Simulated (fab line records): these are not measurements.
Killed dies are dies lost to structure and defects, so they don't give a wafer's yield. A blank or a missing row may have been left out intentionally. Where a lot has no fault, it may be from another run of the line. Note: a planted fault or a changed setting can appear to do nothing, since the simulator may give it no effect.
Which tool did it? / flow berkeley-cmos170 / 39 wafers from 13 lots sampled at 5 of the route's 331 steps

WHAT THE GAUGES SHOWED, per wafer
UCB170_SDANNEAL_RS_MEAS_03: uses a four-point probe to measure.
lot=L123; measured=day 6 11:30; on=film-metro-01; NSD_RS (ohm/sq)=37.27 37.31 37.32
lot=L124; measured=day 7 01:53; on=film-metro-01; NSD_RS (ohm/sq)=37.49 37.39 37.35
lot=L128; measured=day 7 11:47; on=film-metro-02; NSD_RS (ohm/sq)=37.20 37.28 37.32
lot=L129; measured=day 8 00:24; on=film-metro-03; NSD_RS (ohm/sq)=37.37 37.24 37.21
lot=L130; measured=day 8 00:56; on=film-metro-01; NSD_RS (ohm/sq)=37.08 37.15 37.14
lot=L131; measured=day 8 04:11; on=film-metro-03; NSD_RS (ohm/sq)=37.44 37.38 37.29
lot=L133; measured=day 8 06:29; on=film-metro-01; NSD_RS (ohm/sq)=37.30 37.31 37.18
lot=L132; measured=day 8 06:46; on=film-metro-02; NSD_RS (ohm/sq)=37.45 37.41 37.45
lot=L134; measured=day 8 23:26; on=film-metro-03; NSD_RS (ohm/sq)=37.31 37.33 37.28
lot=L136; measured=day 9 13:49; on=film-metro-03; NSD_RS (ohm/sq)=37.30 37.31 37.43
lot=L137; measured=day 9 14:14; on=film-metro-01; NSD_RS (ohm/sq)=37.34 37.41 37.42
lot=L142; measured=day 10 09:29; on=film-metro-01; NSD_RS (ohm/sq)=37.21 37.27 37.25
lot=L146; measured=day 10 20:28; on=film-metro-03; NSD_RS (ohm/sq)=37.25 37.35 37.33

UCB170_M1_RS_MEAS_01: uses a four-point probe to measure.
lot=L123; measured=day 6 18:24; on=film-metro-03; M1_AL_RS (ohm/sq)=0.0477 0.0480 0.0479
lot=L124; measured=day 7 07:40; on=film-metro-02; M1_AL_RS (ohm/sq)=0.0473 0.0476 0.0469
lot=L128; measured=day 7 17:28; on=film-metro-03; M1_AL_RS (ohm/sq)=0.0474 0.0465 0.0471
lot=L129; measured=day 8 06:31; on=film-metro-03; M1_AL_RS (ohm/sq)=0.0471 0.0468 0.0464
lot=L130; measured=day 8 06:53; on=film-metro-01; M1_AL_RS (ohm/sq)=0.0472 0.0477 0.0474
lot=L131; measured=day 8 11:20; on=film-metro-02; M1_AL_RS (ohm/sq)=0.0474 0.0476 0.0470
lot=L133; measured=day 8 13:04; on=film-metro-01; M1_AL_RS (ohm/sq)=0.0478 0.0486 0.0474
lot=L132; measured=day 8 13:21; on=film-metro-02; M1_AL_RS (ohm/sq)=0.0477 0.0477 0.0473
lot=L134; measured=day 9 05:02; on=film-metro-02; M1_AL_RS (ohm/sq)=0.0471 0.0474 0.0470
lot=L136; measured=day 9 20:57; on=film-metro-01; M1_AL_RS (ohm/sq)=0.0546 0.0478 0.0549
lot=L137; measured=day 9 20:11; on=film-metro-02; M1_AL_RS (ohm/sq)=0.0475 0.0463 0.0471
lot=L142; measured=day 10 18:42; on=film-metro-03; M1_AL_RS (ohm/sq)=0.0464 0.0470 0.0467
lot=L146; measured=day 11 04:02; on=film-metro-03; M1_AL_RS (ohm/sq)=0.0472 0.0470 0.0482

UCB170_M1_THK_MEAS_02: measures by xrf.
lot=L123; measured=day 6 18:31; on=film-metro-03; M1_AL_THK (nm)=620 621 616
lot=L124; measured=day 7 07:47; on=film-metro-02; M1_AL_THK (nm)=619 616 625
lot=L128; measured=day 7 17:35; on=film-metro-03; M1_AL_THK (nm)=627 639 631
lot=L129; measured=day 8 06:38; on=film-metro-03; M1_AL_THK (nm)=630 632 635
lot=L130; measured=day 8 06:59; on=film-metro-01; M1_AL_THK (nm)=623 615 619
lot=L131; measured=day 8 11:27; on=film-metro-02; M1_AL_THK (nm)=618 615 623
lot=L133; measured=day 8 13:11; on=film-metro-01; M1_AL_THK (nm)=615 602 620
lot=L132; measured=day 8 13:26; on=film-metro-02; M1_AL_THK (nm)=613 612 620
lot=L134; measured=day 9 05:09; on=film-metro-02; M1_AL_THK (nm)=621 621 624
lot=L136; measured=day 9 21:03; on=film-metro-01; M1_AL_THK (nm)=544 619 540
lot=L137; measured=day 9 20:18; on=film-metro-02; M1_AL_THK (nm)=620 635 620
lot=L142; measured=day 10 18:49; on=film-metro-03; M1_AL_THK (nm)=645 637 640
lot=L146; measured=day 11 04:09; on=film-metro-03; M1_AL_THK (nm)=628 632 616

EACH LOT AND THE TOOL THAT RAN IT (in order: tool; ch and the chambers of the sampled wafers; start)
lot=L123; UCB170_CONTACT_STRIP_19=plasma-asher-02 ch 0,1, day 6 17:32; UCB170_M1_SPUTTER_00=pvd-sputter-02, day 6 18:19
lot=L124; UCB170_CONTACT_STRIP_19=plasma-asher-04 ch 0,1, day 7 07:12; UCB170_M1_SPUTTER_00=pvd-sputter-04, day 7 07:35
lot=L128; UCB170_CONTACT_STRIP_19=plasma-asher-02 ch 0,1, day 7 16:59; UCB170_M1_SPUTTER_00=pvd-sputter-04, day 7 17:24
lot=L129; UCB170_CONTACT_STRIP_19=plasma-asher-02 ch 0,1, day 8 06:04; UCB170_M1_SPUTTER_00=pvd-sputter-03, day 8 06:27
lot=L130; UCB170_CONTACT_STRIP_19=plasma-asher-04 ch 0,1, day 8 06:07; UCB170_M1_SPUTTER_00=pvd-sputter-02, day 8 06:38
lot=L131; UCB170_CONTACT_STRIP_19=plasma-asher-02 ch 0,1, day 8 10:52; UCB170_M1_SPUTTER_00=pvd-sputter-04, day 8 11:16
lot=L133; UCB170_CONTACT_STRIP_19=plasma-asher-03 ch 0,1, day 8 12:36; UCB170_M1_SPUTTER_00=pvd-sputter-03, day 8 13:01
lot=L132; UCB170_CONTACT_STRIP_19=plasma-asher-04 ch 0,1, day 8 12:52; UCB170_M1_SPUTTER_00=pvd-sputter-02, day 8 13:14
lot=L134; UCB170_CONTACT_STRIP_19=plasma-asher-02 ch 0,1, day 9 04:26; UCB170_M1_SPUTTER_00=pvd-sputter-02, day 9 04:58
lot=L136; UCB170_CONTACT_STRIP_19=plasma-asher-02 ch 0,1, day 9 20:28; UCB170_M1_SPUTTER_00=pvd-sputter-03, day 9 20:51
lot=L137; UCB170_CONTACT_STRIP_19=plasma-asher-03 ch 1, day 9 19:43; UCB170_M1_SPUTTER_00=pvd-sputter-03, day 9 20:07
lot=L142; UCB170_CONTACT_STRIP_19=plasma-asher-04 ch 0,1, day 10 18:14; UCB170_M1_SPUTTER_00=pvd-sputter-04, day 10 18:38
lot=L146; UCB170_CONTACT_STRIP_19=plasma-asher-04 ch 0,1, day 11 03:29; UCB170_M1_SPUTTER_00=pvd-sputter-02, day 11 03:58
- UCB170_CONTACT_STRIP_19: strips in O2.
- UCB170_M1_SPUTTER_00: material Al, target thk 600 nm, time 82.13 s.

WHAT THE TOOLS THEMSELVES READ (means of the sampled wafers that have a number; where no wafer has one, the mark that the record gives instead)
UCB170_CONTACT_STRIP_19.
lot=L123; tool=plasma-asher-02; chamber-pressure-mTorr (mTorr)=3499; drypump-motor-current-A (A)=5.5; oes-product-au (a.u.)=0.729
lot=L124; tool=plasma-asher-04; chamber-pressure-mTorr (mTorr)=3496; drypump-motor-current-A (A)=6.0; oes-product-au (a.u.)=0.729
lot=L128; tool=plasma-asher-02; chamber-pressure-mTorr (mTorr)=3499; drypump-motor-current-A (A)=5.6; oes-product-au (a.u.)=0.722
lot=L129; tool=plasma-asher-02; chamber-pressure-mTorr (mTorr)=3499; drypump-motor-current-A (A)=5.5; oes-product-au (a.u.)=0.727
lot=L130; tool=plasma-asher-04; chamber-pressure-mTorr (mTorr)=3497; drypump-motor-current-A (A)=5.9; oes-product-au (a.u.)=0.725
lot=L131; tool=plasma-asher-02; chamber-pressure-mTorr (mTorr)=3503; drypump-motor-current-A (A)=5.6; oes-product-au (a.u.)=0.725
lot=L133; tool=plasma-asher-03; chamber-pressure-mTorr (mTorr)=3502; drypump-motor-current-A (A)=5.9; oes-product-au (a.u.)=0.722
lot=L132; tool=plasma-asher-04; chamber-pressure-mTorr (mTorr)=3500; drypump-motor-current-A (A)=5.9; oes-product-au (a.u.)=0.723
lot=L134; tool=plasma-asher-02; chamber-pressure-mTorr (mTorr)=3499; drypump-motor-current-A (A)=5.5; oes-product-au (a.u.)=0.728
lot=L136; tool=plasma-asher-02; chamber-pressure-mTorr (mTorr)=3498; drypump-motor-current-A (A)=5.6; oes-product-au (a.u.)=0.729
lot=L137; tool=plasma-asher-03; chamber-pressure-mTorr (mTorr)=3504; drypump-motor-current-A (A)=5.0; oes-product-au (a.u.)=0.726
lot=L142; tool=plasma-asher-04; chamber-pressure-mTorr (mTorr)=3499; drypump-motor-current-A (A)=5.9; oes-product-au (a.u.)=0.727
lot=L146; tool=plasma-asher-04; chamber-pressure-mTorr (mTorr)=3501; drypump-motor-current-A (A)=5.9; oes-product-au (a.u.)=0.720

UCB170_M1_SPUTTER_00.
lot=L123; tool=pvd-sputter-02; cathode-dc-power-W (W)=5998.9; chamber-pressure-pa (Pa)=0.4991; throttle-valve-pct (%)=30.3
lot=L124; tool=pvd-sputter-04; cathode-dc-power-W (W)=5999.6; chamber-pressure-pa (Pa)=0.5008; throttle-valve-pct (%)=29.8
lot=L128; tool=pvd-sputter-04; cathode-dc-power-W (W)=5999.6; chamber-pressure-pa (Pa)=0.4999; throttle-valve-pct (%)=29.7
lot=L129; tool=pvd-sputter-03; cathode-dc-power-W (W)=5999.2; chamber-pressure-pa (Pa)=0.4998; throttle-valve-pct (%)=29.6
lot=L130; tool=pvd-sputter-02; cathode-dc-power-W (W)=6000.9; chamber-pressure-pa (Pa)=0.5002; throttle-valve-pct (%)=30.4
lot=L131; tool=pvd-sputter-04; cathode-dc-power-W (W)=6000.0; chamber-pressure-pa (Pa)=0.5003; throttle-valve-pct (%)=30.8
lot=L133; tool=pvd-sputter-03; cathode-dc-power-W (W)=6000.1; chamber-pressure-pa (Pa)=0.4997; throttle-valve-pct (%)=29.5
lot=L132; tool=pvd-sputter-02; cathode-dc-power-W (W)=5999.2; chamber-pressure-pa (Pa)=0.5005; throttle-valve-pct (%)=30.0
lot=L134; tool=pvd-sputter-02; cathode-dc-power-W (W)=5999.6; chamber-pressure-pa (Pa)=0.5001; throttle-valve-pct (%)=29.5
lot=L136; tool=pvd-sputter-03; cathode-dc-power-W (W)=5473.8; chamber-pressure-pa (Pa)=0.4987; throttle-valve-pct (%)=30.0
lot=L137; tool=pvd-sputter-03; cathode-dc-power-W (W)=5999.4; chamber-pressure-pa (Pa)=0.5005; throttle-valve-pct (%)=29.6
lot=L142; tool=pvd-sputter-04; cathode-dc-power-W (W)=5999.5; chamber-pressure-pa (Pa)=0.5009; throttle-valve-pct (%)=29.3
lot=L146; tool=pvd-sputter-02; cathode-dc-power-W (W)=5998.9; chamber-pressure-pa (Pa)=0.5000; throttle-valve-pct (%)=29.2

THE ANSWER, worked out from the rows above alone
Rule: usual is defined by the lots themselves. The widest of any qualifying gaps counts: lots, ordered by their means at a reading, are off when they make up no more than a third of the lots, leave a main group of 4 or more, and stand apart from it by 3 or more times the standard deviation of that group's means. Not used: any main group whose means are identical at the precision the tables above print for the reading. Also off: a lot with no number at a reading for which 4 or more lots have one. Where the step has rows for the other lots, those lots are counted as sound. After the gauges, taken in route order, come the tools' own readings; for these a lot's mean is taken, as printed above. At the first step where some lot is off, the reading lying furthest off is the one used; lots without a number count as furthest.
Off: L136, at UCB170_M1_RS_MEAS_01 (M1_AL_RS). For the main group the mean is 0.0473 ohm/sq and the standard deviation 0.00038.
If a tool, at a process step before that reading, ran all the lots that are off and no sound lot after the first of them, it fits. Not tried: the gauges at UCB170_M1_RS_MEAS_01; whatever is off there is also off at UCB170_M1_SPUTTER_00, on other tools, and gauge error can't account for it. Can't be told from this: 2 tools fit, plasma-asher-02 at UCB170_CONTACT_STRIP_19, pvd-sputter-03 at UCB170_M1_SPUTTER_00.

WHAT THE SIMULATOR HAD INSERTED
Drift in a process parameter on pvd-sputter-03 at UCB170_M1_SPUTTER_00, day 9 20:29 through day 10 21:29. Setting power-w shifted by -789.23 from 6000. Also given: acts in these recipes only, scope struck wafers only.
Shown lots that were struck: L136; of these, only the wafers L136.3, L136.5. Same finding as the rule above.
